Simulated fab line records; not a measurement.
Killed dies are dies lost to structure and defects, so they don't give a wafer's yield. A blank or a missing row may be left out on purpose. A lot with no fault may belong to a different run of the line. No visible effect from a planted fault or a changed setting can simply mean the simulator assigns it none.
Split-lot experiment ; flow rit_cmos ; on a route of 202 steps: 5 lots, 23 wafers read

THE SPLIT
At RIT_NRETRO_SOFTBAKE_02 (time 60 s), the setting temp_c was moved away from the recipe's 90 C on 4 of the 23 wafers read, by -3.6% to +4.0%. For the rest of the wafers, this setting stayed at what the recipe calls for.

FROM THE SPLIT TO THE READING: what the file shows between them, 2 steps
- RIT_NRETRO_EXPOSE_03: exposes mask M4, target cd 43900 nm
- RIT_NRETRO_PEB_04

THE READING
NOVOLAK_of_NRETRO_COAT_01.thk_nm (the simulator's own value, which no gauge read), in nm, at RIT_NRETRO_DEVELOP_05 (develop time 68 s). No usual value for it is given in the file. Here, 19 wafers ran the recipe; their average is 1301 nm with a standard deviation of 3.6 nm.

wafer;tool, chamber at the split;temp_c as run, C;against the recipe;NOVOLAK_of_NRETRO_COAT_01.thk_nm, nm;against lot-mates on the recipe
L078.2;litho_track-01, 0;90;recipe;1300;-
L078.6;litho_track-01, 0;90;recipe;1300;-
L078.3;litho_track-01, 0;90;recipe;1301;-
L078.4;litho_track-01, 0;90;recipe;1302;-
L078.5;litho_track-01, 0;90;recipe;1298;-
L080.1;litho_track-01, 0;90;recipe;1301;-
L080.4;litho_track-01, 0;90;recipe;1302;-
L080.5;litho_track-01, 0;90;recipe;1309;-
L081.1;litho_track-02, 0;90;recipe;1303;-
L081.3;litho_track-02, 0;90;recipe;1303;-
L081.5;litho_track-02, 0;90;recipe;1303;-
L081.6;litho_track-02, 0;90;recipe;1303;-
L081.2;litho_track-02, 0;90;recipe;1306;-
L084.2;litho_track-02, 0;90;recipe;1293;-
L084.3;litho_track-02, 0;86.8;-3.6%;1309;+13
L084.4;litho_track-02, 0;90;recipe;1294;-
L084.5;litho_track-02, 0;86.8;-3.6%;1307;+11
L084.6;litho_track-02, 0;90;recipe;1300;-
L085.1;litho_track-04, 0;90;recipe;1299;-
L085.2;litho_track-04, 0;90;recipe;1299;-
L085.3;litho_track-04, 0;93.58;+4.0%;1290;-10
L085.5;litho_track-04, 0;90;recipe;1303;-
L085.6;litho_track-04, 0;93.58;+4.0%;1287;-13

FIT RESULTS
A straight line over all 23 wafers: NOVOLAK_of_NRETRO_COAT_01.thk_nm changes by -2.62 nm for each +1% of temp_c; r = -0.77; the points scatter about the line by 3.6 nm.
The same after taking each lot's own level away (the mean of its wafers on the recipe; 23 wafers): -3.2 nm for each +1%; r = -0.92; scatter 2.2 nm.
On that fit, the largest move of temp_c shifts the reading by 13 nm.
From 1295.7 to 1304.0 nm: that is the span of the lots' own levels, equal to 2.3 times the standard deviation above.
So the lot-to-lot level blurs the effect unless lot-mates are compared.
Check: -13.6 nm against its lot-mates is what the line predicts for one of the wafers moved furthest among these (+4.0%) when that wafer is left out of the fit. Against them it came out at -10.3 nm.

FURTHER SPLITS ON THESE WAFERS
Other splits were also applied to these wafers ahead of the reading. Each is held against what the fit with the lots' levels taken away leaves over:
other split on the same wafers;wafers away from the commonest value;r with NOVOLAK_of_NRETRO_COAT_01.thk_nm (lot level and that fit taken away)
RIT_ACTIVE_CVD_03 time_s;15;-0.01
RIT_ACTIVE_EXPOSE_08 dose_mj;5;-0.12
RIT_FOX1_OXIDATION_00 temp_c;10;-0.02
RIT_NWELL_IMPLANT_08 dose_cm2;7;-0.22
RIT_PWELL_IMPLANT_08 dose_cm2;7;+0.16

THE FILE'S OWN FIT
NOVOLAK_of_NRETRO_COAT_01.thk_nm changes by -3.14 nm for each +1% of temp_c, r = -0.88.
